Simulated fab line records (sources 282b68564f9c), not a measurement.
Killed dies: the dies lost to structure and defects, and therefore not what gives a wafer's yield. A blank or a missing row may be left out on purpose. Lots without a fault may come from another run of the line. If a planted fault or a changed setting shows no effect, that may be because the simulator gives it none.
Struck lot and sound lot, side by side / flow ritCmos / 44 out of 202 route steps
Sound: wafers L926.1, L926.3, L926.5. The struck wafers were L934.1, L934.2, L934.3. The cause comes at the end.
For every step that has rows: the tool of each side, followed by ch and its chambers, followed by its first start. Under that, the readings that differ: sound wafers / struck wafers / difference of the means / sigmas: that difference in standard deviations of wafers without a fault.
alike: readings whose means differ by less than 2 such deviations, and words and numbers that are the same on both sides. not compared: withheld readings, readings that some wafer has no value for, bounds like >300 that may hide the same value, and numbers for which the record gives no deviation and whose values overlap.
Wherever a step has rows on one side only, a row that says differs or no value, or a row with sigmas, the two part there. Non-overlapping numbers with no deviation appear without sigmas and do not part them. A reading that every wafer of one side lacks parts them only if that side has two wafers or more.

first, 4 steps without rows for these wafers: RIT_PLDD_SOFTBAKE_02 (time 60 s); RIT_PLDD_EXPOSE_03 (exposes mask M8, target cd 40900 nm); RIT_PLDD_PEB_04; RIT_PLDD_DEVELOP_05 (develop time 50 s).
RIT_PLDD_OVL_MEAS_06:
  sound on overlay-01 at day 3 17:50; struck on overlay-02 at day 5 13:11
  alike: PLDD_OVL
then, 2 steps without rows for these wafers: RIT_PLDD_HARDBAKE_07 (time 60 s); RIT_PLDD_IMPLANT_08.
RIT_PLDD_STRIP_09: strips in O2, time 180 s.
  sound on plasmaAsher-01 ch 0,1, day 3 18:11; struck on plasmaAsher-02 ch 0,1, day 5 13:31
  alike: drypumpMotorCurrentA
  not compared: rfHoursCounterH
RIT_PLDD_TW_MEAS_10:
  sound on filmMetro-03 at day 3 18:21; struck on filmMetro-04 at day 5 13:41
reading=PLDD_TW; sound=2338 2338 2324; struck=2368 2360 2356; difference=+28; sigmas=+3
then, 3 steps without rows for these wafers: RIT_SPACER_CLEAN_00 (cleans in SC1, time 600 s); RIT_SPACER_CLEAN_01 (cleans in dHF, time 30 s); RIT_SPACER_CLEAN_02 (cleans in SC2, time 600 s).
RIT_SPACER_CVD_03: deposits Si3N4 from SiH2Cl2/NH3, target thk 250 nm, time 3300 s.
  sound on lpcvd-01 ch 0, day 3 18:47; struck on lpcvd-01 ch 0, day 5 16:10
reading=sih2cl2FlowSccm (sccm); sound=60.05 60.14 60.10; struck=59.69 59.65 59.71; difference=-0.41; sigmas=-2
reading=spikeTcCentreC (C); sound=811.7 811.9 811.2; struck=825.1 821.5 822.7; difference=+11.5; sigmas=+10
reading=model.Si3N4_of_SPACER_CVD_03.thkNm (nm); sound=250 248.8 248.9; struck=259.7 260.7 264.3; difference=+12.3; sigmas=
  alike: spikeTcSourceC, zonePowerCentrePct, zonePowerSourcePct
RIT_SPACER_THK_MEAS_04:
  sound on filmMetro-02 at day 3 20:42; struck on filmMetro-02 at day 5 18:05
reading=SPACER_NITRIDE_THK (nm); sound=250.1 248.6 248.8; struck=259.7 260.9 264.4; difference=+12.5; sigmas=+5
RIT_SPACER_ETCHBACK_05: etches Si3N4 in SF6/CHF3, stops on SiO2, target depth 250 nm, time 240 s.
  sound on rieDiel-03 ch 0,1, day 3 20:46; struck on rieDiel-03 ch 0,1,3, day 5 18:09
reading=model.etch.depthNm (nm); sound=250 248.8 248.9; struck=259.7 260.7 264.3; difference=+12.3; sigmas=
  alike: drypumpMotorCurrentA, oesProductAu, throttleValvePct
  not compared: rfHoursCounterH
then, 6 steps without rows for these wafers: RIT_NSD_HMDS_00 (prime time 60 s); RIT_NSD_COAT_01 (resist thk 1000 nm); RIT_NSD_SOFTBAKE_02 (time 60 s); RIT_NSD_EXPOSE_03 (exposes mask M9, target cd 40700 nm); RIT_NSD_PEB_04; RIT_NSD_DEVELOP_05 (develop time 50 s).
RIT_NSD_OVL_MEAS_06:
  sound on overlay-02 at day 3 21:53; struck on overlay-02 at day 5 19:16
  alike: NSD_OVL
then, 2 steps without rows for these wafers: RIT_NSD_HARDBAKE_07 (time 60 s); RIT_NSD_IMPLANT_08.
RIT_NSD_STRIP_09: strips in O2, time 180 s.
  sound on plasmaAsher-02 ch 0,1, day 3 22:13; struck on plasmaAsher-02 ch 0,1, day 5 19:37
  alike: drypumpMotorCurrentA
  not compared: rfHoursCounterH
RIT_NSD_TW_MEAS_10:
  sound on filmMetro-03 at day 3 22:23; struck on filmMetro-03 at day 5 19:47
  alike: NSD_TW
then, 6 steps without rows for these wafers: RIT_PSD_HMDS_00 (prime time 60 s); RIT_PSD_COAT_01 (resist thk 1000 nm); RIT_PSD_SOFTBAKE_02 (time 60 s); RIT_PSD_EXPOSE_03 (exposes mask M10, target cd 40900 nm); RIT_PSD_PEB_04; RIT_PSD_DEVELOP_05 (develop time 50 s).
RIT_PSD_OVL_MEAS_06:
  sound on overlay-01 at day 3 23:18; struck on overlay-01 at day 5 20:49
reading=PSD_OVL (nm); sound=-1.5 -2.1 -1.2; struck=1.4 0.7 0.6; difference=+2.5; sigmas=+2
then, 2 steps without rows for these wafers: RIT_PSD_HARDBAKE_07 (time 60 s); RIT_PSD_IMPLANT_08.
RIT_PSD_STRIP_09: strips in O2, time 180 s.
  sound on plasmaAsher-03 ch 0,1, day 3 23:38; struck on plasmaAsher-01 ch 0,1, day 5 21:09
  alike: drypumpMotorCurrentA
  not compared: rfHoursCounterH
RIT_PSD_TW_MEAS_10:
  sound on filmMetro-03 at day 3 23:49; struck on filmMetro-03 at day 5 21:20
  alike: PSD_TW
then, 3 steps without rows for these wafers: RIT_SDANNEAL_CLEAN_00 (cleans in SC1, time 600 s); RIT_SDANNEAL_CLEAN_01 (cleans in dHF, time 30 s); RIT_SDANNEAL_CLEAN_02 (cleans in SC2, time 600 s).
RIT_SDANNEAL_RTA_03: time 5 s.
  sound on rtpAnneal-02 ch 0, day 4 00:14; struck on rtpAnneal-02 ch 0, day 5 21:47
  alike: rampDownCPerS, wafer_temp_C_max
RIT_SDANNEAL_RS_MEAS_04: a four-point-probe measurement.
  sound on filmMetro-02 at day 4 00:18; struck on filmMetro-02 at day 5 21:51
  alike: PSD_RS
RIT_SILICIDE_WET_ETCH_00: etches SiO2 in BOE, target depth 14 nm, time 15 s.
  sound on wetBench-04 ch 3, day 4 00:47; struck on wetBench-02 ch 0, day 5 22:20
reading=model.Si3N4_of_SPACER_CVD_03.thkNm (nm); sound=195.8 193.6 193.4; struck=203.8 203.5 206.4; difference=+10.3; sigmas=
  alike: tempC
RIT_M1_PROBE_99:
  sound on prober-01 at day 4 07:52; struck on prober-02 at day 6 05:15
reading=killed_at_M0_to_M3; sound=0 0 1; struck=0 0 0; difference=+0; sigmas=-4
reading=model.etest.diodeNplusComb.cjFfUm2; sound=2.608 2.653 2.632; struck=2.556 2.584 2.558; difference=-0.065; sigmas=
  alike: killedAtContacts, killedAtFrontEnd, killedDies, killedOpen, killedShort

== WHERE THEY PART ==
Earliest at RIT_PLDD_TW_MEAS_10; latest, in this record, at RIT_M1_PROBE_99.

WHY: whatever the simulator had introduced
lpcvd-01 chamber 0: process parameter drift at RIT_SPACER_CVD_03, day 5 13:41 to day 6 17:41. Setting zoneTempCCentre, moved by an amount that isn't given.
